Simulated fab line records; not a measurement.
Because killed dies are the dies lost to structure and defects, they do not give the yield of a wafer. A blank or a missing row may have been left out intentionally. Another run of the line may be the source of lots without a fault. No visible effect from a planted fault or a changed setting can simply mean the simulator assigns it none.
What tool caused it?    flow rit cmos    7 lots with 21 wafers sampled at 2 steps, on a route of 202 steps

== WHAT THE GAUGES SHOWED, per wafer ==
RIT_SDANNEAL_RS_MEAS_05: measures by four-point-probe.
lot   measured     on             NSD_RS (ohm/sq)
L221  day 3 15:47  film metro-04  84.13 84.62 84.49
L225  day 4 13:22  film metro-04  83.97 84.18 83.91
L227  day 4 20:44  film metro-04  84.79 84.97 84.75
L229  day 5 09:00  film metro-04  84.63 84.71 84.55
L232  day 5 22:52  film metro-01  84.35 84.40 84.35
L235  day 6 12:10  film metro-04  84.18 84.56 84.65
L238  day 7 08:38  film metro-02  87.35 87.35 87.33

== TOOL THAT RAN EACH LOT (tool first, then ch and the chambers of the sampled wafers, then the start) ==
lot   RIT_NSD_IMPLANT_08
L221  implanter-03 ch 0, day 3 13:26
L225  implanter-03 ch 0, day 4 10:12
L227  implanter-02 ch 0, day 4 17:51
L229  implanter-04 ch 0, day 5 06:38
L232  implanter-04 ch 0, day 5 20:30
L235  implanter-03 ch 0, day 6 09:48
L238  implanter-04 ch 0, day 7 06:06
- RIT_NSD_IMPLANT_08

== THE ANSWER, worked out from the rows above alone ==
Rule: the usual values come from the lots themselves. Put in order of their means at a reading, lots are off if they are a third of the lots or fewer, leave a main group of 4 or more, and stand apart from it by a gap of 3 or more times the standard deviation of the main group's means; of several such gaps the widest counts. The tables above print the reading to a certain number of digits; a main group whose means all agree to those digits is not used. A lot without any number at a reading at which 4 lots or more have one is off too. All remaining lots with rows at the step are treated as sound.
Off: at RIT_SDANNEAL_RS_MEAS_05 (NSD_RS), L238. Mean 84.45 ohm/sq and standard deviation 0.25 in the main group.
A tool fits if, at a process step before that reading, it ran every lot that is off, and no sound lot after the first of them. The gauges at RIT_SDANNEAL_RS_MEAS_05 are tried like those tools. Can't be told from this: 2 tools fit, implanter-04 at RIT_NSD_IMPLANT_08, film metro-02 at RIT_SDANNEAL_RS_MEAS_05.

== WHAT HAD BEEN PUT IN BY THE SIMULATOR ==
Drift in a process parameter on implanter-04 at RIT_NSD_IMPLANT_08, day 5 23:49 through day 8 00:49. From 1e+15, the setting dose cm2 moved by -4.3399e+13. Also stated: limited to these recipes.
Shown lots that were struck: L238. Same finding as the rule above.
